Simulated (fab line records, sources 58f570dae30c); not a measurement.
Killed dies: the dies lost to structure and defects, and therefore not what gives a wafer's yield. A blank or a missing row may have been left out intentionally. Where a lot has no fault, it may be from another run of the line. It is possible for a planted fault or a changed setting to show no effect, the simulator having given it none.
Tool commonality check	flow berkeley_cmos170	14 lots and 48 wafers in the sample

## REASON IT WAS OPENED
At UCB170_GATE_THK_MEAS_05 the reading GATE_POLY_THK is flagged on 2 of 14 lots. Wafers without a fault read 212.6 nm, standard deviation 1.8.
Rule: flag the lot when none of its wafers has a number, or when each of its wafers that has one lies beyond 4 standard deviations from that mean. As for the other lots, they are considered sound.

lot	measured	on	GATE_POLY_THK (nm), wafer by wafer	flag
L920	day 6 13:15	film_metro-04	216.3 216.4 215.5	
L921	day 7 13:48	film_metro-04	211.8 213.2 213.5	
L922	day 7 18:24	film_metro-01	213.3 213.5 211.5	
L923	day 7 18:28	film_metro-01	210.7 207.9 209.3	
L926	day 8 17:32	film_metro-04	245.5 244.9 246.1 245.4 245.1 246.2	FLAGGED
L927	day 8 17:32	film_metro-02	245.3 246.2 244.3 245.1 246.1 244.3	FLAGGED
L934	day 10 02:44	film_metro-01	212.5 213.4 213.3	
L935	day 10 02:45	film_metro-04	213.7 214.4 215.6	
L937	day 10 20:00	film_metro-01	211.1 209.2 211.2	
L938	day 10 20:00	film_metro-04	210.5 211.3 210.9	
L942	day 11 06:43	film_metro-01	210.6 209.8 209.9	
L940	day 11 06:47	film_metro-01	210.9 210.6 209.7	
L941	day 11 06:47	film_metro-02	212.8 213.2 213.3	
L943	day 12 02:04	film_metro-02	215.0 212.8 214.6	
The numbers of the flagged lots are 245.4 nm on average: +32.8 nm against the usual, or +18 standard deviations.

## WHICH TOOL EACH LOT WENT THROUGH
The record keeps 1 process step preceding the reading, out of 331 steps on the route. Every cell lists first the tool, next ch and the chambers used by the sampled wafers, and last the start.
lot	flag	UCB170_GATE_CVD_04
L920		lpcvd-02 ch 0, day 6 11:47
L921		lpcvd-01 ch 1, day 7 12:24
L922		lpcvd-02 ch 1, day 7 17:00
L923		lpcvd-02 ch 1, day 7 17:00
L926	FLAGGED	lpcvd-02 ch 1, day 8 16:08
L927	FLAGGED	lpcvd-02 ch 1, day 8 16:08
L934		lpcvd-01 ch 1, day 10 00:38
L935		lpcvd-01 ch 1, day 10 00:38
L937		lpcvd-01 ch 0, day 10 18:36
L938		lpcvd-01 ch 1, day 10 18:36
L942		lpcvd-01 ch 0, day 11 05:19
L940		lpcvd-01 ch 1, day 11 05:19
L941		lpcvd-01 ch 1, day 11 05:19
L943		lpcvd-01 ch 0, day 12 00:38
What is done by these steps:
- UCB170_GATE_CVD_04: deposits poly-Si from SiH4, time 1440 s, target thk 214 nm.
- UCB170_GATE_THK_MEAS_05

## FLAGGED AGAINST TOTAL, ONE TOOL AT A TIME (gauges that did the reading follow at the end)
step	tool	lots run	flagged	share of the flagged lots	sound lots run after its first flagged lot
UCB170_GATE_CVD_04	lpcvd-01	9	0	none	-
UCB170_GATE_CVD_04	lpcvd-02	5	2	all	0
UCB170_GATE_THK_MEAS_05	film_metro-01	6	0	none	-
UCB170_GATE_THK_MEAS_05	film_metro-02	3	1	some	2 (L941,L943)
UCB170_GATE_THK_MEAS_05	film_metro-04	5	1	some	2 (L935,L938)

## THE TABLE: WHAT IT ALLOWS
All flagged lots share 1 row of the table, namely lpcvd-02 at UCB170_GATE_CVD_04.
- lpcvd-02 at UCB170_GATE_CVD_04: 2 of its 5 lots flagged. Its last sound lot is L922 (day 7 17:00), its first flagged lot L926 (day 8 16:08): a fault that began between those two fits.
Left over: one tool, lpcvd-02 at UCB170_GATE_CVD_04.

## WHAT WAS PUT IN BY THE SIMULATOR
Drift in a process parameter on lpcvd-02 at UCB170_GATE_CVD_04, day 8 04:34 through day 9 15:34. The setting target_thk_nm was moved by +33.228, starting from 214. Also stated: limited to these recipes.
Struck lots among those shown: L926, L927. This agrees with what the rule above found.
